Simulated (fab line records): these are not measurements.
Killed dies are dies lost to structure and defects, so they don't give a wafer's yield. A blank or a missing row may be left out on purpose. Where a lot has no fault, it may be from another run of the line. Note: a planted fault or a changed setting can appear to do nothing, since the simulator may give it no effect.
Chamber matching    flow berkeleyCmos170    4 sister chambers for UCB170_ZERO_ETCH_06 on rieDiel-03
The step etches SiO2 in CHF3/CF4/Ar, time 12 s. 4 wafers are shown with their chamber, then 8 later ones without.

== WAFERS, EACH WITH ITS CHAMBER ==
wafer   chamber  throttleValvePct (%)
L089.4  3        9.24
L092.3  0        9.04
L093.5  2        9.24
L094.3  1        9.34

== WAFERS MISSING THEIR CHAMBER ==
wafer   throttleValvePct (%)
L094.4  9.03
L094.5  9.04
L095.3  9.23
L095.5  9.32
L095.6  9.23
L097.2  9.34
L097.3  9.04
L097.5  9.05

== EACH ONE'S CHAMBER ==
wafer   from the rows above      in truth
L094.4  0                        0
L094.5  0                        0
L095.3  can't be placed: 2 or 3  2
L095.5  1                        1
L095.6  can't be placed: 2 or 3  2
L097.2  1                        1
L097.3  0                        0
L097.5  0                        0
Correct placement for 6 of the 8. Not placeable from these rows: 2 (in 2, the candidates include the true chamber). 0 placed wrongly.
How it was worked out, from the rows above alone: a wafer's distance from a chamber is the root of the sum, over the readings, of the square of ((its reading less the chamber's mean) divided by the reading's scatter). The wafer belongs to the nearest chamber; if the next one is less than 2 further off, it can't be placed. For every chamber, the mean is computed from those of its wafers that are shown. The scatter: with one shown wafer a chamber, the root of the mean of the squares of how far each hidden wafer lies from its nearest shown one.
